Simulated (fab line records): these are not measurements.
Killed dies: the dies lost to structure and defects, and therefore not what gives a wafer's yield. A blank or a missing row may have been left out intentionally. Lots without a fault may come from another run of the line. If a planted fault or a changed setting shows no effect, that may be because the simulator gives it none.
Matching of chambers + flow berkeley cmos170 + cmp-02 running UCB170_V2_CMP_02: 4 sister chambers
The step polishes SiO2. 14 wafers are shown with their chamber, then 7 later ones without.

EACH WAFER AND ITS CHAMBER
| wafer  | chamber | motor current A (A) |
|--------|---------|---------------------|
| L271.1 | 1       | 15.7                |
| L271.2 | 3       | 14.0                |
| L271.5 | 1       | 16.3                |
| L276.3 | 0       | 16.9                |
| L276.4 | 3       | 13.9                |
| L276.5 | 3       | 14.1                |
| L279.1 | 3       | 14.6                |
| L279.5 | 3       | 13.9                |
| L279.6 | 0       | 17.1                |
| L282.4 | 3       | 13.8                |
| L282.5 | 2       | 16.9                |
| L282.6 | 1       | 15.1                |
| L285.2 | 0       | 16.2                |
| L285.4 | 3       | 13.8                |

SIGNATURES (averages over the wafers above)
| reading         | chamber 0 | chamber 1 | chamber 2 | chamber 3 | scatter within a chamber |
|-----------------|-----------|-----------|-----------|-----------|--------------------------|
| motor current A | 16.733    | 15.700    | 16.900    | 14.014    | 0.404                    |
Rule: for a wafer and a chamber, the distance is found by dividing, reading by reading, the gap between the wafer's reading and the chamber's mean by the reading's scatter, squaring, summing and taking the root. If the next closest chamber is less than 2 further off than the closest, the wafer can't be placed; otherwise it belongs to the closest. How the scatter is found: for the shown wafers, subtract from each reading the mean of its chamber, square and add these, divide the total by (wafers less chambers), then take the root.

WAFERS MISSING THEIR CHAMBER
| wafer  | motor current A (A) |
|--------|---------------------|
| L285.5 | 18.3                |
| L291.1 | 15.5                |
| L291.2 | 13.9                |
| L291.3 | 18.1                |
| L292.1 | 18.7                |
| L292.4 | 17.0                |
| L292.5 | 14.0                |

WHICH CHAMBER EACH WENT THROUGH
| wafer  | from the rows above     | in truth |
|--------|-------------------------|----------|
| L285.5 | can't be placed: 2 or 0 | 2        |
| L291.1 | 1                       | 1        |
| L291.2 | 3                       | 3        |
| L291.3 | can't be placed: 2 or 0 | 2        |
| L292.1 | can't be placed: 2 or 0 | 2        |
| L292.4 | can't be placed: 2 or 0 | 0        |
| L292.5 | 3                       | 3        |
Correct placement for 3 of the 7. These rows do not allow placing 4 (true chamber among the candidates in 4). Placed wrongly: 0.
